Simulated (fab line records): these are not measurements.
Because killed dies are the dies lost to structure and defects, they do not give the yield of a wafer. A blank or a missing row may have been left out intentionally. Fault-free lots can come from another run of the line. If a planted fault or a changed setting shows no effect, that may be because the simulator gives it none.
Lot-split experiment || flow berkeleyCmos170 || route with 331 steps; 5 lots, 23 wafers read

## SPLIT DETAILS
At UCB170_PFIELD_COAT_01 (resist thk 900 nm), the setting spinRpm was moved away from the recipe's 1500 rpm on 8 of the 23 wafers read, by -6.3% to +6.4%. This setting was run at the recipe's value on the other wafers.

The reading is taken at the split's own step.

## THE READING
KrF_of_PFIELD_COAT_01.thkNm (the simulator's own value, which no gauge read), in nm, at UCB170_PFIELD_COAT_01 (resist thk 900 nm). The file gives no usual value for it. Across the 15 wafers here that went through the recipe, the average is 901.4 nm and the standard deviation 2.7 nm.

{"wafer": "L074.2", "tool, chamber at the split": "lithoTrack-03, 0", "spinRpm as run, rpm": 1596, "against the recipe": "+6.4%", "KrF_of_PFIELD_COAT_01.thkNm, nm": 871.5, "against lot-mates on the recipe": -28.5}
{"wafer": "L074.3", "tool, chamber at the split": "lithoTrack-03, 0", "spinRpm as run, rpm": 1596, "against the recipe": "+6.4%", "KrF_of_PFIELD_COAT_01.thkNm, nm": 871.6, "against lot-mates on the recipe": -28.4}
{"wafer": "L074.4", "tool, chamber at the split": "lithoTrack-03, 0", "spinRpm as run, rpm": 1596, "against the recipe": "+6.4%", "KrF_of_PFIELD_COAT_01.thkNm, nm": 872.7, "against lot-mates on the recipe": -27.2}
{"wafer": "L074.5", "tool, chamber at the split": "lithoTrack-03, 0", "spinRpm as run, rpm": 1500, "against the recipe": "recipe", "KrF_of_PFIELD_COAT_01.thkNm, nm": 898.4, "against lot-mates on the recipe": "-"}
{"wafer": "L074.6", "tool, chamber at the split": "lithoTrack-03, 0", "spinRpm as run, rpm": 1500, "against the recipe": "recipe", "KrF_of_PFIELD_COAT_01.thkNm, nm": 901.5, "against lot-mates on the recipe": "-"}
{"wafer": "L076.1", "tool, chamber at the split": "lithoTrack-03, 0", "spinRpm as run, rpm": 1452, "against the recipe": "-3.2%", "KrF_of_PFIELD_COAT_01.thkNm, nm": 920.2, "against lot-mates on the recipe": "+14.4"}
{"wafer": "L076.2", "tool, chamber at the split": "lithoTrack-03, 0", "spinRpm as run, rpm": 1500, "against the recipe": "recipe", "KrF_of_PFIELD_COAT_01.thkNm, nm": 908.1, "against lot-mates on the recipe": "-"}
{"wafer": "L076.3", "tool, chamber at the split": "lithoTrack-03, 0", "spinRpm as run, rpm": 1500, "against the recipe": "recipe", "KrF_of_PFIELD_COAT_01.thkNm, nm": 905.6, "against lot-mates on the recipe": "-"}
{"wafer": "L076.4", "tool, chamber at the split": "lithoTrack-03, 0", "spinRpm as run, rpm": 1500, "against the recipe": "recipe", "KrF_of_PFIELD_COAT_01.thkNm, nm": 903.7, "against lot-mates on the recipe": "-"}
{"wafer": "L076.6", "tool, chamber at the split": "lithoTrack-03, 0", "spinRpm as run, rpm": 1452, "against the recipe": "-3.2%", "KrF_of_PFIELD_COAT_01.thkNm, nm": 921.7, "against lot-mates on the recipe": "+15.9"}
{"wafer": "L078.3", "tool, chamber at the split": "lithoTrack-04, 0", "spinRpm as run, rpm": 1500, "against the recipe": "recipe", "KrF_of_PFIELD_COAT_01.thkNm, nm": 899.5, "against lot-mates on the recipe": "-"}
{"wafer": "L078.4", "tool, chamber at the split": "lithoTrack-04, 0", "spinRpm as run, rpm": 1500, "against the recipe": "recipe", "KrF_of_PFIELD_COAT_01.thkNm, nm": 900.6, "against lot-mates on the recipe": "-"}
{"wafer": "L078.6", "tool, chamber at the split": "lithoTrack-04, 0", "spinRpm as run, rpm": 1500, "against the recipe": "recipe", "KrF_of_PFIELD_COAT_01.thkNm, nm": 898.8, "against lot-mates on the recipe": "-"}
{"wafer": "L080.1", "tool, chamber at the split": "lithoTrack-03, 0", "spinRpm as run, rpm": 1406, "against the recipe": "-6.3%", "KrF_of_PFIELD_COAT_01.thkNm, nm": 932.4, "against lot-mates on the recipe": "+29.7"}
{"wafer": "L080.2", "tool, chamber at the split": "lithoTrack-03, 0", "spinRpm as run, rpm": 1500, "against the recipe": "recipe", "KrF_of_PFIELD_COAT_01.thkNm, nm": 902.1, "against lot-mates on the recipe": "-"}
{"wafer": "L080.4", "tool, chamber at the split": "lithoTrack-03, 0", "spinRpm as run, rpm": 1500, "against the recipe": "recipe", "KrF_of_PFIELD_COAT_01.thkNm, nm": 903.3, "against lot-mates on the recipe": "-"}
{"wafer": "L080.5", "tool, chamber at the split": "lithoTrack-03, 0", "spinRpm as run, rpm": 1406, "against the recipe": "-6.3%", "KrF_of_PFIELD_COAT_01.thkNm, nm": 934.3, "against lot-mates on the recipe": "+31.6"}
{"wafer": "L080.6", "tool, chamber at the split": "lithoTrack-03, 0", "spinRpm as run, rpm": 1406, "against the recipe": "-6.3%", "KrF_of_PFIELD_COAT_01.thkNm, nm": 934.8, "against lot-mates on the recipe": "+32.1"}
{"wafer": "L084.1", "tool, chamber at the split": "lithoTrack-03, 0", "spinRpm as run, rpm": 1500, "against the recipe": "recipe", "KrF_of_PFIELD_COAT_01.thkNm, nm": 900.6, "against lot-mates on the recipe": "-"}
{"wafer": "L084.2", "tool, chamber at the split": "lithoTrack-03, 0", "spinRpm as run, rpm": 1500, "against the recipe": "recipe", "KrF_of_PFIELD_COAT_01.thkNm, nm": 898, "against lot-mates on the recipe": "-"}
{"wafer": "L084.3", "tool, chamber at the split": "lithoTrack-03, 0", "spinRpm as run, rpm": 1500, "against the recipe": "recipe", "KrF_of_PFIELD_COAT_01.thkNm, nm": 901.9, "against lot-mates on the recipe": "-"}
{"wafer": "L084.5", "tool, chamber at the split": "lithoTrack-03, 0", "spinRpm as run, rpm": 1500, "against the recipe": "recipe", "KrF_of_PFIELD_COAT_01.thkNm, nm": 900.1, "against lot-mates on the recipe": "-"}
{"wafer": "L084.6", "tool, chamber at the split": "lithoTrack-03, 0", "spinRpm as run, rpm": 1500, "against the recipe": "recipe", "KrF_of_PFIELD_COAT_01.thkNm, nm": 899.2, "against lot-mates on the recipe": "-"}

FIT RESULTS
A straight line over all 23 wafers: KrF_of_PFIELD_COAT_01.thkNm changes by -4.96 nm for each +1% of spinRpm; r = -0.99; the points scatter about the line by 2.7 nm.
The same after taking each lot's own level away (the mean of its wafers on the recipe; 23 wafers): -4.66 nm for each +1%; r = -1.00; scatter 1.5 nm.
According to that fit, moving spinRpm by its largest amount changes the reading by 30 nm.
The lots' own levels span 899.63 to 905.80 nm, that is 2.3 times the standard deviation above.
The two slopes are in agreement: the lot-to-lot level therefore moves the slope only a little.
Check: -29.6 nm against its lot-mates is what the line predicts for one of the wafers moved furthest among these (+6.4%) when that wafer is left out of the fit. It came out at -28.5 nm against them.

## OTHER SPLITS ON THESE WAFERS
Before the reading, these wafers also passed through other splits. Each is held against what the fit with the lots' levels taken away leaves over:
{"other split on the same wafers": "UCB170_START_OXIDATION_02 oxTimeS", "wafers away from the commonest value": 18, "r with KrF_of_PFIELD_COAT_01.thkNm (lot level and that fit taken away)": "+0.02"}
{"other split on the same wafers": "UCB170_NWELL_CVD_04 timeS", "wafers away from the commonest value": 10, "r with KrF_of_PFIELD_COAT_01.thkNm (lot level and that fit taken away)": "+0.21"}
{"other split on the same wafers": "UCB170_NWELL_IMPLANT_14 energyKev", "wafers away from the commonest value": 11, "r with KrF_of_PFIELD_COAT_01.thkNm (lot level and that fit taken away)": -0.02}
{"other split on the same wafers": "UCB170_PWELL_IMPLANT_15 doseCm2", "wafers away from the commonest value": 6, "r with KrF_of_PFIELD_COAT_01.thkNm (lot level and that fit taken away)": "+0.19"}
{"other split on the same wafers": "UCB170_ACTIVE_COAT_08 spinRpm", "wafers away from the commonest value": 9, "r with KrF_of_PFIELD_COAT_01.thkNm (lot level and that fit taken away)": -0.08}

## THE WHOLE CHAIN: every reading that the file lists as answering this split, in the file's order
{"step": "UCB170_PFIELD_COAT_01", "what it does": "resist thk 900 nm", "reading": "KrF_of_PFIELD_COAT_01.thkNm (the simulator's own value, which no gauge read)", "change (the file's fit)": "-4.67 nm for each +1% of the setting", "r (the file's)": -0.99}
{"step": "UCB170_PFIELD_STRIP_08", "what it does": "strips in O2", "reading": "stripTimeToEndpointS", "change (the file's fit)": "withheld for each +1% of the setting", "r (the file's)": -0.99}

## THE FILE'S OWN FIT
KrF_of_PFIELD_COAT_01.thkNm changes by -4.67 nm for each +1% of spinRpm, r = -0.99.
